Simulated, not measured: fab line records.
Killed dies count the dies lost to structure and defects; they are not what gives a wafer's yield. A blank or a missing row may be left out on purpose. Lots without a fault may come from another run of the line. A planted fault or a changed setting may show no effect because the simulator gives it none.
Which of the tools did it? ; flow berkeley_cmos170 ; at 1 step of a route of 331, 7 lots with 21 wafers sampled

## WHAT THE GAUGES READ, wafer by wafer
UCB170_START_BOW_MEAS_00.
lot;measured;on;INCOMING_BOW (um)
L521;day 1 15:01;film_metro-03;-9 -2 -3
L523;day 2 01:01;film_metro-01;4 -4 -5
L526;day 2 16:01;film_metro-01;-2 -3 3
L530;day 3 12:01;film_metro-04;4 -3 2
L535;day 4 13:02;film_metro-01;5 7 1
L539;day 5 09:00;film_metro-04;5 -12 -8
L542;day 6 00:00;film_metro-03;-4 3 -5

## EACH LOT AND THE TOOL THAT RAN IT (in order: tool; ch and the chambers of the sampled wafers; start)
The record holds no process step before these readings.

## THE ANSWER, worked out from the rows above alone
Rule: the usual values come from the lots themselves. Put in order of their means at a reading, lots are off if they are a third of the lots or fewer, leave a main group of 4 or more, and stand apart from it by a gap of 3 or more times the standard deviation of the main group's means; of several such gaps the widest counts. A main group is skipped when, at the precision printed for the reading in the tables above, its means are all equal. A lot without any number at a reading at which 4 lots or more have one is off too. Any other lot the step has rows for is counted as sound.
No lot is off at any reading shown: from this, nothing can be told.

## WHAT WAS PUT IN BY THE SIMULATOR
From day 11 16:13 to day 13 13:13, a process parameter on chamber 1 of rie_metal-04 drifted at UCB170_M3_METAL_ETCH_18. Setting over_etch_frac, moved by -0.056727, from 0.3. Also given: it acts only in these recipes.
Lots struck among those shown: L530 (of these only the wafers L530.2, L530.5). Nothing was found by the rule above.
